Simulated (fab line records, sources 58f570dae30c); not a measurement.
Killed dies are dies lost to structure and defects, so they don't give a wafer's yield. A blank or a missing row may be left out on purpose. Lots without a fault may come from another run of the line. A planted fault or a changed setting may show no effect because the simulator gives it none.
A struck lot beside a sound one | flow berkeley_cmos170 | 15 steps out of a route of 331
Sound: wafers L523.4, L523.5, L523.6. Struck: wafers L526.1, L526.5, L526.6. The cause comes at the end.
At each step with rows: each side's tool, then ch and its chambers, then its first start. Under that, the readings that differ: sound wafers | struck wafers | difference of the means | sigmas: that difference in standard deviations of wafers without a fault.
alike: readings whose means differ by less than 2 such deviations, and words and numbers that are the same on both sides. not compared: withheld readings, readings that some wafer has no value for, bounds like >300 that may hide the same value, and numbers for which the record gives no deviation and whose values overlap.
The two part at a step that has a row with sigmas, a row that says differs or no value, or rows on one side only. Numbers that don't overlap but have no deviation are shown without sigmas and don't part them. A reading that every wafer of one side lacks parts them only if that side has two wafers or more.

first, 3 steps without rows for these wafers: UCB170_PWELL_EXPOSE_10 (exposes mask PWELL, target cd 3000 nm); UCB170_PWELL_PEB_11; UCB170_PWELL_DEVELOP_12 (develop time 45 s).
UCB170_PWELL_OVL_MEAS_13:
  sound on overlay-01, day 3 20:23; struck on overlay-01, day 4 14:32
  alike: PWELL_OVL
UCB170_PWELL_ETCH_14: etches Si3N4 in CH3F/Ar/O2, stops on SiO2, target depth 242 nm, time 151 s.
  sound on rie_diel-04 ch 0,1, day 3 20:24; struck on rie_diel-03 ch 0,1,2, day 4 14:34
  alike: drypump_motor_current_A, oes_product_au, rf_fwd_power_W, throttle_valve_pct
  not compared: rf_hours_counter_h
then, 1 step without rows for these wafers: UCB170_PWELL_IMPLANT_15.
UCB170_PWELL_STRIP_16: strips in O2.
  sound on plasma_asher-04 ch 0,1, day 3 20:41; struck on plasma_asher-02 ch 0,1, day 4 14:49
  alike: drypump_motor_current_A, oes_product_au, strip_time_to_endpoint_s
  not compared: rf_hours_counter_h
UCB170_PWELL_TW_MEAS_17:
  sound on film_metro-04, day 3 20:47; struck on film_metro-01, day 4 14:55
  alike: PWELL_TW
then, 4 steps without rows for these wafers: UCB170_PWELL_CLEAN_18 (cleans in SPM, time 600 s); UCB170_PWELL_WET_ETCH_19 (etches Si3N4 in H3PO4, time 14400 s); UCB170_PWELL_WET_ETCH_20 (etches SiO2 in BOE, time 22 s); UCB170_WELLDRIVE_CLEAN_00 (cleans in SPM, time 600 s).
UCB170_WELLDRIVE_OXIDATION_01: target thk 199 nm, ox time 9000 s.
  sound on furnace-02 ch 0, day 4 02:59; struck on furnace-02 ch 0, day 4 22:07
  reading                                          | sound                | struck               | difference | sigmas
  spike_tc_centre_C (C)                            | 1100.6 1102.6 1102.9 | 1071.3 1069.8 1070.6 | -31.5      | -29
  spike_tc_load_C (C)                              | 1127 1127 1128       | 1095 1094 1093       | -33        | -10
  spike_tc_source_C (C)                            | 1120 1121 1122       | 1088 1088 1088       | -33        | -8
  tube_center_temp_C (C)                           | 1099.9 1100 1100.1   | 1068.5 1068.5 1068.4 | -31.5      | -99 or more
  tube_center_temp_C_max                           | 1102.8 1102.6 1102.8 | 1071.5 1071.2 1071.1 | -31.5      | -66
  model.SiO2_of_WELLDRIVE_OXIDATION_01.thk_nm (nm) | 201.1 200.3 200.2    | 158.5 157.4 157.7    | -42.7      |
UCB170_WELLDRIVE_THK_MEAS_02:
  sound on film_metro-04, day 4 06:33; struck on film_metro-04, day 5 01:51
  reading                  | sound       | struck      | difference | sigmas
  WELLDRIVE_OXIDE_THK (nm) | 201 200 200 | 158 157 158 | -43        | -10
  not compared: hold
-- the record jumps here: 4 days lie between the struck wafers' starts before and after (it left off in module WELLDRIVE and takes up again in module M3, whose first step shown is number 331 of the route) --
UCB170_M3_PROBE_99:
  the record has rows for the struck wafers here (prober-01, day 9 06:35) and none for the sound ones

WHERE THEY PART
First at UCB170_WELLDRIVE_OXIDATION_01; last, within this record, at UCB170_M3_PROBE_99.

WHY: what the simulator had put in
Process parameter drift: furnace-02, from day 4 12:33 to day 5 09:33, at UCB170_WELLDRIVE_OXIDATION_01. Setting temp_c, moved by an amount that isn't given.
